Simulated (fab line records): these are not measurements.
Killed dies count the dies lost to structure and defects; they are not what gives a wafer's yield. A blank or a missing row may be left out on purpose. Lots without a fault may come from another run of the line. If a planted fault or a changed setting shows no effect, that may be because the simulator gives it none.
What tool caused it?	flow rit cmos	15 lots, 45 wafers sampled, at 5 steps of a route of 202

== WHAT THE GAUGES READ, wafer by wafer ==
RIT_FOX2_THK_MEAS_90. Usual: for FIELD_OXIDE_LEFT_1_THK the level is 309 nm and the standard deviation is 6.9.
lot	measured	on	FIELD_OXIDE_LEFT_1_THK (nm)	flag
L683	day 2 07:26	film metro-01	316 309 310	
L684	day 2 11:35	film metro-01	313 316 315	
L685	day 2 17:50	film metro-01	312 302 314	
L686	day 2 21:42	film metro-03	319 315 318	
L687	day 3 05:05	film metro-03	309 304 309	
L690	day 4 01:06	film metro-01	315 314 311	
L692	day 4 11:58	film metro-01	305 308 310	
L691	day 4 11:59	film metro-03	312 311 315	
L694	day 4 23:55	film metro-01	309 314 314	
L695	day 4 23:55	film metro-03	317 322 317	
L697	day 5 14:43	film metro-02	305 308 301	
L700	day 6 02:43	film metro-02	302 306 303	
L701	day 6 05:44	film metro-01	302 303 302	
L703	day 6 15:34	film metro-03	313 305 299	
L704	day 6 18:22	film metro-02	296 300 297	

RIT_GATE_CD_MEAS_16: the cd target is 150 nm. Usual: 149.9 nm for cd nm, sd 2.2.
lot	measured	on	cd nm (nm)	flag
L683	day 3 04:15	cd sem-02	153.3 153.2 152.7	
L684	day 3 08:14	cd sem-02	149.5 151.0 150.0	
L685	day 3 19:10	cd sem-02	62.7 63.1 62.9	OFF
L686	day 4 01:29	cd sem-02	78.5 76.4 79.5	OFF
L687	day 4 10:31	cd sem-02	58.1 60.5 60.5	OFF
L690	day 5 06:11	cd sem-01	147.5 147.2 148.4	
L692	day 5 17:06	cd sem-02	150.9 151.3 148.2	
L691	day 5 17:00	cd sem-01	151.2 152.5 151.2	
L694	day 6 05:10	cd sem-01	150.2 151.0 146.3	
L695	day 6 04:59	cd sem-01	149.2 147.4 148.4	
L697	day 6 12:30	cd sem-01	150.9 148.8 149.1	
L700	day 7 00:23	cd sem-01	147.1 146.8 147.5	
L701	day 7 03:41	cd sem-02	150.8 151.4 151.8	
L703	day 7 15:40	cd sem-02	151.2 148.2 149.0	
L704	day 7 15:47	cd sem-01	147.6 148.3 145.7	

RIT_PLDD_OVL_MEAS_06. Usual: for PLDD_OVL the level is 0.2 nm and the standard deviation is 1.4.
lot	measured	on	PLDD_OVL (nm)	flag
L683	day 3 13:12	overlay-02	-0.2 1.2 1.2	
L684	day 3 17:11	overlay-02	-0.6 -2.2 3.1	
L690	day 5 16:49	overlay-01	1.8 1.6 0.7	
L692	day 6 03:35	overlay-02	-0.3 -0.1 0.7	
L691	day 6 02:51	overlay-01	0.6 2.1 -0.2	
L694	day 6 11:56	overlay-02	-0.7 0.5 3.0	
L695	day 6 11:22	overlay-02	-0.8 -0.3 0.5	
L697	day 6 21:13	overlay-02	-1.5 -1.5 -0.7	
L700	day 7 09:50	overlay-01	1.6 -1.5 0.9	
L701	day 7 10:45	overlay-02	0.2 0.1 -1.0	
L703	day 8 00:11	overlay-02	-0.4 -1.2 -1.0	
L704	day 7 23:51	overlay-01	0.4 1.7 -0.9	

== TOOL THAT RAN EACH LOT (tool first, then ch and the chambers of the sampled wafers, then the start) ==
lot	RIT_PWELL_STRIP_09	RIT_GATE_COAT_11
L683	plasma asher-04 ch 0,1, day 2 10:29	litho track-01 ch 0, day 3 03:34
L684	plasma asher-03 ch 0,1, day 2 14:51	litho track-02 ch 0, day 3 07:32
L685	plasma asher-04 ch 0,1, day 2 20:48	litho track-02 ch 0, day 3 18:20
L686	plasma asher-04 ch 0, day 3 01:16	litho track-02 ch 0, day 4 00:47
L687	plasma asher-04 ch 0, day 3 08:16	litho track-02 ch 0, day 4 09:41
L690	plasma asher-04 ch 0,1, day 4 04:16	litho track-01 ch 0, day 5 05:29
L692	plasma asher-03 ch 0,1, day 4 14:59	litho track-04 ch 0, day 5 16:10
L691	plasma asher-02 ch 0,1, day 4 15:17	litho track-01 ch 0, day 5 16:10
L694	plasma asher-04 ch 0,1, day 5 03:27	litho track-04 ch 0, day 6 04:08
L695	plasma asher-03 ch 0,1, day 5 03:13	litho track-01 ch 0, day 6 04:06
L697	plasma asher-03 ch 0,1, day 5 18:11	litho track-01 ch 0, day 6 11:30
L700	plasma asher-03 ch 0,1, day 6 06:44	litho track-02 ch 0, day 6 23:20
L701	plasma asher-02 ch 0,1, day 6 08:54	litho track-02 ch 0, day 7 02:52
L703	plasma asher-04 ch 0,1, day 6 21:01	litho track-04 ch 0, day 7 14:38
L704	plasma asher-04 ch 1, day 6 22:37	litho track-01 ch 0, day 7 14:56
- RIT_PWELL_STRIP_09: strips in O2, time 180 s.
- RIT_GATE_COAT_11: resist thk 850 nm.

== AS READ BY THE TOOLS THEMSELVES (means over the sampled wafers that have a number; for cases with no such wafer, the mark the record gives instead) ==
RIT_PWELL_STRIP_09. Usual: 6.0 A for drypump motor current A, sd 0.75.
lot	tool	drypump motor current A (A)	flag
L683	plasma asher-04	6.7	
L684	plasma asher-03	5.9	
L685	plasma asher-04	6.6	
L686	plasma asher-04	6.8	
L687	plasma asher-04	6.8	
L690	plasma asher-04	6.6	
L692	plasma asher-03	5.4	
L691	plasma asher-02	5.3	
L694	plasma asher-04	6.7	
L695	plasma asher-03	5.4	
L697	plasma asher-03	5.9	
L700	plasma asher-03	5.9	
L701	plasma asher-02	5.3	
L703	plasma asher-04	6.7	
L704	plasma asher-04	6.6	

RIT_GATE_COAT_11. Usual: 45.0 Pa for exhaust pa, sd 0.69.
lot	tool	exhaust pa (Pa)	flag
L683	litho track-01	44.4	
L684	litho track-02	44.5	
L685	litho track-02	45.3	
L686	litho track-02	45.3	
L687	litho track-02	45.1	
L690	litho track-01	46.1	
L692	litho track-04	44.6	
L691	litho track-01	44.8	
L694	litho track-04	44.9	
L695	litho track-01	45.7	
L697	litho track-01	44.4	
L700	litho track-02	44.7	
L701	litho track-02	44.7	
L703	litho track-04	45.2	
L704	litho track-01	44.6	

== THE ANSWER, worked out from the rows above alone ==
Rule: take the mean of a lot's wafers that have a number; if it is more than 3 standard deviations from the usual mean, the lot is off. A lot without any number at a reading at which 4 lots or more have one is off too. The other lots that the step has rows for count as sound. After the gauges, taken in route order, come the tools' own readings; for these a lot's mean is taken, as printed above. The first step at which some lot is off is used, and at that step the reading that is off furthest; a lot without a number counts as furthest.
Off at RIT_GATE_CD_MEAS_16 (cd nm): L685, L686, L687.
If a tool, at a process step before that reading, ran all the lots that are off and no sound lot after the first of them, it fits. Those tools and the gauges at RIT_GATE_CD_MEAS_16 are tried in the same way. No candidate that was tried fits.

== WHAT WAS PUT IN BY THE SIMULATOR ==
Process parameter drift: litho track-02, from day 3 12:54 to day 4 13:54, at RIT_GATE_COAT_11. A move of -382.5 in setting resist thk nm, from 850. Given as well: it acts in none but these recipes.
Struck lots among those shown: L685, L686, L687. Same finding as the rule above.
